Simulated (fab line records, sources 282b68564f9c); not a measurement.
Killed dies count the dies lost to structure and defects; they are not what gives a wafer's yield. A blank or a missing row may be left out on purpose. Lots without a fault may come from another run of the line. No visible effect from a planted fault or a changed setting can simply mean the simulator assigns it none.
Struck lot and sound lot, side by side -- flow rit-cmos -- 17 steps out of a route of 202
Sound: wafers L391.1, L391.2, L391.3. Wafers L395.3, L395.5, L395.6 were the ones struck. The cause is named last.
For every step that has rows: the tool of each side, followed by ch and its chambers, followed by its first start. Under that, the readings that differ: sound wafers -- struck wafers -- difference of the means -- sigmas: that difference in standard deviations of wafers without a fault.
alike: same words and numbers on both sides, and readings whose means sit less than 2 such deviations apart. not compared: any withheld reading, any reading some wafer has no value for, any bound like >300 that may hide the same value, and any number with overlapping values for which the record gives no deviation.
A row with sigmas, a row that says differs or no value, or rows on one side alone: a step with any of these is where the two part. Numbers that have no deviation but don't overlap get no sigmas and don't part them. A reading missing from all wafers of one side parts the sides only when that side holds two or more wafers.

RIT_NWELL_TW_MEAS_10:
  sound: film-metro-04 at day 3 03:28; struck: film-metro-04 at day 3 23:13
  alike: NWELL_TW
then, 6 steps without rows for these wafers: RIT_PWELL_HMDS_00 (prime time 60 s); RIT_PWELL_COAT_01 (resist thk 1300 nm); RIT_PWELL_SOFTBAKE_02 (time 60 s); RIT_PWELL_EXPOSE_03 (exposes mask M3, target cd 43700 nm); RIT_PWELL_PEB_04; RIT_PWELL_DEVELOP_05 (develop time 68 s).
RIT_PWELL_OVL_MEAS_06:
  sound: overlay-01 at day 3 04:32; struck: overlay-01 at day 4 00:10
  alike: PWELL_OVL
then, 2 steps without rows for these wafers: RIT_PWELL_HARDBAKE_07 (time 120 s); RIT_PWELL_IMPLANT_08.
RIT_PWELL_STRIP_09: strips in O2, time 180 s.
  sound on plasma-asher-01 ch 0,1, day 3 04:59; struck on plasma-asher-01 ch 0,1, day 4 00:38
  alike: drypump-motor-current-A
  not compared: rf-hours-counter-h
RIT_PWELL_TW_MEAS_10:
  sound: film-metro-04 at day 3 05:09; struck: film-metro-02 at day 4 00:46
  alike: PWELL_TW
RIT_WELLDRIVE_ANNEAL_00: time 14700 s.
  sound on furnace-01 ch 0, day 3 07:47; struck on furnace-04 ch 0, day 4 01:41
reading,sound,struck,difference,sigmas
spike-tc-centre-C (C),1103.7 1101.6 1101.3,1123.9 1126.4 1124.9,+22.9,+19
spike-tc-load-C (C),1124.5 1128.3 1127.7,1148.8 1149.3 1148.0,+21.9,+9
spike-tc-source-C (C),1130.4 1131.2 1130.6,1148.8 1147.3 1148.3,+17.4,+8
tube-center-temp-C (C),1099.9 1100 1100,1121.8 1121.9 1121.9,+21.9,+99 or more
tube_center_temp_C_max,1102.6 1103.3 1104.1,1124.6 1125.8 1124.8,+21.7,+47
RIT_WELLDRIVE_RS_MEAS_01: a four-point-probe measurement.
  sound: film-metro-04 at day 3 12:52; struck: film-metro-04 at day 4 06:49
reading,sound,struck,difference,sigmas
NWELL_RS (ohm/sq),276.4 275.4 275.2,253.9 253.8 253.4,-22.0,-28
RIT_WELLDRIVE_RS_MEAS_02: a four-point-probe measurement.
  sound: film-metro-04 at day 3 12:59; struck: film-metro-04 at day 4 06:56
reading,sound,struck,difference,sigmas
PWELL_RS (ohm/sq),428.8 429.1 429.0,403.6 404.5 403.6,-25.1,-21
then, 1 step without rows for these wafers: RIT_NRETRO_HMDS_00 (prime time 60 s).
RIT_M1_PROBE_99:
  sound: prober-01 at day 4 21:04; struck: prober-01 at day 5 13:32
reading,sound,struck,difference,sigmas
model.etest.nwell-pinched.rs-ohm-sq,340 340.8 333.6,298.5 298.1 297.5,-40.1,
model.etest.pwell-pinched.rs-ohm-sq,457 458.4 459.5,425.7 430.3 424.1,-31.6,
model.etest.pwell.rs-ohm-sq,411.5 415.5 417.4,386.5 389.7 391,-25.7,
model.etest.nmos-turned.drive-ua-um,343 346.4 333.1,347.7 351.6 358.3,+11.7,
model.etest.nmos_0p15.drive-ua-um,485.8 498.6 486.9,509.9 498.8 508.5,+15.3,
model.etest.pmos_0p15.drive-ua-um,263.7 271 261.2,290.8 285.8 290.5,+23.7,
  alike: killed-at-front-end, killed-dies, killed-on-rim, killed-open, killed-short
  not compared: model.etest.nmos_0p3.r-on-ohm-um, model.etest.nmos-narrow.drive-ua-um

## WHERE THEY PART
First at RIT_WELLDRIVE_ANNEAL_00; last, within this record, at RIT_WELLDRIVE_RS_MEAS_02. Later steps at which nothing parts them and some readings are alike: RIT_M1_PROBE_99.

WHY: whatever the simulator had introduced
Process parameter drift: furnace-04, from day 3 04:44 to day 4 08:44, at RIT_WELLDRIVE_ANNEAL_00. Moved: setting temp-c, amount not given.
